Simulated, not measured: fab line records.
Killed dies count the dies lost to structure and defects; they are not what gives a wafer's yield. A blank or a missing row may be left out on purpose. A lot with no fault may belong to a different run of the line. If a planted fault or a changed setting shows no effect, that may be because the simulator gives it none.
Which tool was responsible? / flow rit cmos / 6 lots, 18 wafers sampled, at 2 steps of a route of 202

WHAT THE GAUGES SHOWED, per wafer
RIT_M1_CD_MEAS_09: the cd target is 2600 nm.
lot=L670; measured=day 3 10:36; on=cd sem-02; cd nm (nm)=2601.2 2600.7 2601.6
lot=L673; measured=day 4 03:39; on=cd sem-02; cd nm (nm)=2603.9 2602.3 2603.1
lot=L677; measured=day 4 23:07; on=cd sem-01; cd nm (nm)=2747.8 2747.3 2751.3
lot=L686; measured=day 6 19:45; on=cd sem-01; cd nm (nm)=2599.9 2599.4 2600.6
lot=L688; measured=day 7 10:57; on=cd sem-02; cd nm (nm)=2600.4 2600.9 2600.4
lot=L691; measured=day 7 21:31; on=cd sem-01; cd nm (nm)=2602.1 2600.5 2602.4

WHAT TOOL EACH LOT RAN ON (gives the tool, then ch and the chambers of the sampled wafers, and finally the start)
lot=L670; RIT_M1_EXPOSE_06=iline stepper-02 ch 0, day 3 10:10
lot=L673; RIT_M1_EXPOSE_06=iline stepper-02 ch 0, day 4 03:13
lot=L677; RIT_M1_EXPOSE_06=iline stepper-01 ch 0, day 4 22:41
lot=L686; RIT_M1_EXPOSE_06=iline stepper-01 ch 0, day 6 19:19
lot=L688; RIT_M1_EXPOSE_06=iline stepper-02 ch 0, day 7 10:31
lot=L691; RIT_M1_EXPOSE_06=iline stepper-01 ch 0, day 7 21:05
- RIT_M1_EXPOSE_06: exposes mask M12, target cd 2600 nm.

THE ANSWER, worked out from the rows above alone
Rule: usual is defined by the lots themselves. The widest of any qualifying gaps counts: lots, ordered by their means at a reading, are off when they make up no more than a third of the lots, leave a main group of 4 or more, and stand apart from it by 3 or more times the standard deviation of that group's means. A main group whose means are all the same, to the digits that the tables above print for the reading, isn't used. A lot without any number at a reading at which 4 lots or more have one is off too. The other lots that the step has rows for count as sound.
Off at RIT_M1_CD_MEAS_09 (cd nm): L677. For the main group the mean is 2601.3 nm and the standard deviation 1.1.
A tool fits if, at a process step before that reading, it ran every lot that is off, and no sound lot after the first of them. Gauges at RIT_M1_CD_MEAS_09: tried the same way as those tools. Not one of the candidates tried fits.

WHAT THE SIMULATOR HAD INSERTED
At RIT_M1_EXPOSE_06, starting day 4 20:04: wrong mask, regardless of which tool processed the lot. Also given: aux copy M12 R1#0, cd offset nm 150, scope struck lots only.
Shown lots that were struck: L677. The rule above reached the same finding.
